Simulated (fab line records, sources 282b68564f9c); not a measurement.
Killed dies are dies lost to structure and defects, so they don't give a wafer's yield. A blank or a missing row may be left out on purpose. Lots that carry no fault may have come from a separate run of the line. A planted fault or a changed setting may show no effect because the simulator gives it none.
The tool behind it: which one? | flow rit cmos | 45 wafers from 15 lots sampled at 4 of the route's 202 steps

== WHAT EACH GAUGE READ, for each wafer ==
RIT_SDANNEAL_RS_MEAS_06: uses a four-point probe to measure.
lot  | measured    | on            | PLDD_RS (ohm/sq)
L815 | day 3 11:11 | film metro-02 | 177.4 178.2 177.8
L817 | day 4 01:53 | film metro-02 | 178.0 177.6 178.1
L818 | day 4 04:47 | film metro-01 | 178.4 177.6 177.8
L819 | day 4 09:58 | film metro-04 | 178.1 177.3 177.5
L820 | day 4 13:35 | film metro-02 | 177.7 177.5 178.0
L822 | day 5 08:17 | film metro-01 | 178.0 177.9 178.3
L823 | day 5 08:19 | film metro-04 | 178.0 177.8 177.8
L824 | day 5 16:04 | film metro-02 | 177.2 177.5 177.4
L825 | day 5 16:27 | film metro-04 | 179.4 178.8 179.2
L826 | day 5 20:13 | film metro-01 | 177.7 177.8 177.8
L827 | day 6 01:45 | film metro-04 | 177.8 177.9 178.3
L831 | day 6 21:05 | film metro-01 | 177.4 177.6 177.5
L832 | day 7 01:38 | film metro-01 | 178.6 178.6 178.5
L833 | day 7 06:04 | film metro-02 | 177.7 177.5 177.9
L836 | day 7 20:46 | film metro-01 | 177.4 177.4 177.4

RIT_SILICIDE_THK_MEAS_03: measures by xrf.
lot  | measured    | on            | SILICIDE_TI_THK (nm)
L815 | day 3 11:41 | film metro-03 | 29.7 29.6 29.7
L817 | day 4 02:25 | film metro-04 | 30.0 30.0 30.1
L818 | day 4 05:18 | film metro-04 | 29.8 30.1 30.2
L819 | day 4 10:28 | film metro-02 | 29.4 29.3 29.5
L820 | day 4 14:07 | film metro-03 | 29.7 29.9 29.9
L822 | day 5 08:49 | film metro-02 | 29.5 29.9 29.4
L823 | day 5 08:50 | film metro-04 | 29.8 29.8 29.8
L824 | day 5 16:34 | film metro-03 | 30.3 29.6 30.2
L825 | day 5 16:58 | film metro-02 | 29.8 29.9 29.8
L826 | day 5 20:44 | film metro-03 | 30.3 30.2 30.4
L827 | day 6 02:17 | film metro-03 | 30.1 29.9 29.9
L831 | day 6 21:36 | film metro-04 | 30.0 30.2 30.2
L832 | day 7 02:10 | film metro-03 | 30.6 30.6 30.4
L833 | day 7 06:35 | film metro-03 | 29.3 29.8 30.1
L836 | day 7 21:17 | film metro-03 | 30.1 30.1 29.7

RIT_M1_BOW_MEAS_16.
lot  | measured    | on            | M1_BOW (um)
L815 | day 3 18:03 | film metro-01 | 16 7 20
L817 | day 4 09:07 | film metro-02 | 29 19 16
L818 | day 4 11:55 | film metro-01 | 20 22 9
L819 | day 4 16:59 | film metro-02 | 28 14 8
L820 | day 4 23:10 | film metro-04 | 18 16 28
L822 | day 5 15:35 | film metro-04 | 21 5 16
L823 | day 5 17:06 | film metro-01 | 26 12 14
L824 | day 5 23:20 | film metro-04 | 17 10 21
L825 | day 6 00:12 | film metro-01 | 17 29 15
L826 | day 6 03:37 | film metro-01 | 23 30 22
L827 | day 6 08:56 | film metro-02 | 14 16 18
L831 | day 7 04:12 | film metro-02 | 15 14 10
L832 | day 7 09:11 | film metro-01 | 17 34 25
L833 | day 7 13:29 | film metro-04 | 21 21 16
L836 | day 8 03:39 | film metro-02 | 1 14 10

== WHICH TOOL RAN EACH LOT (tool, then ch and the chambers of the sampled wafers, then the start) ==
lot  | RIT_M1_EXPOSE_06
L815 | iline stepper-02 ch 0, day 3 15:05
L817 | iline stepper-02 ch 0, day 4 06:01
L818 | iline stepper-01 ch 0, day 4 08:52
L819 | iline stepper-01 ch 0, day 4 13:52
L820 | iline stepper-01 ch 0, day 4 17:38
L822 | iline stepper-02 ch 0, day 5 12:19
L823 | iline stepper-02 ch 0, day 5 12:34
L824 | iline stepper-01 ch 0, day 5 20:06
L825 | iline stepper-02 ch 0, day 5 20:32
L826 | iline stepper-01 ch 0, day 6 00:38
L827 | iline stepper-02 ch 0, day 6 05:47
L831 | iline stepper-01, day 7 01:14
L832 | iline stepper-02, day 7 05:56
L833 | iline stepper-01, day 7 10:24
L836 | iline stepper-02 ch 0, day 8 00:41
- RIT_M1_EXPOSE_06: exposes mask M12, target cd 2600 nm.

== AS READ BY THE TOOLS THEMSELVES (means over the sampled wafers that have a number; for cases with no such wafer, the mark the record gives instead) ==
RIT_M1_EXPOSE_06.
lot  | tool             | exposure dose mJ cm2 | focus offset nm (nm) | stage vel mm s (mm/s)
L815 | iline stepper-02 | 252.25               | 0.3                  | 499.86
L817 | iline stepper-02 | 252.12               | 0.6                  | 500.17
L818 | iline stepper-01 | 251.78               | -0.5                 | 500.10
L819 | iline stepper-01 | 252.04               | -0.9                 | 500.32
L820 | iline stepper-01 | 252.59               | 0.3                  | 499.92
L822 | iline stepper-02 | 252.00               | -0.7                 | 500.21
L823 | iline stepper-02 | 252.40               | -0.2                 | 499.71
L824 | iline stepper-01 | 252.45               | 0.2                  | 500.07
L825 | iline stepper-02 | 252.24               | 0.5                  | 499.80
L826 | iline stepper-01 | 252.15               | -0.0                 | 499.78
L827 | iline stepper-02 | 252.27               | -0.1                 | 500.10
L831 | iline stepper-01 | -                    | -                    | -
L832 | iline stepper-02 | -                    | -                    | -
L833 | iline stepper-01 | -                    | -                    | -
L836 | iline stepper-02 | 251.87               | 0.7                  | 500.28

== THE ANSWER, worked out from the rows above alone ==
Rule: usual is defined by the lots themselves. Put in order of their means at a reading, lots are off if they are a third of the lots or fewer, leave a main group of 4 or more, and stand apart from it by a gap of 3 or more times the standard deviation of the main group's means; of several such gaps the widest counts. A main group whose means are all the same, to the digits that the tables above print for the reading, isn't used. Also off: a lot with no number at a reading for which 4 or more lots have one. The other lots that the step has rows for count as sound. Order of review: gauges by route order, followed by the tools' own readings, for which a lot's mean as printed above is used. At the first step where some lot is off, the reading lying furthest off is the one used; lots without a number count as furthest.
Off at RIT_M1_EXPOSE_06 (exposure dose mJ cm2): L831, L832, L833. Without a number there: L831, L832, L833. Mean 252.18 and standard deviation 0.23 in the main group.
If a tool, at that step or one of the process steps before it, ran each lot that is off and ran no sound lot following the first of them, it fits. Of those tried, none fits.

== WHAT THE SIMULATOR HAD PUT IN ==
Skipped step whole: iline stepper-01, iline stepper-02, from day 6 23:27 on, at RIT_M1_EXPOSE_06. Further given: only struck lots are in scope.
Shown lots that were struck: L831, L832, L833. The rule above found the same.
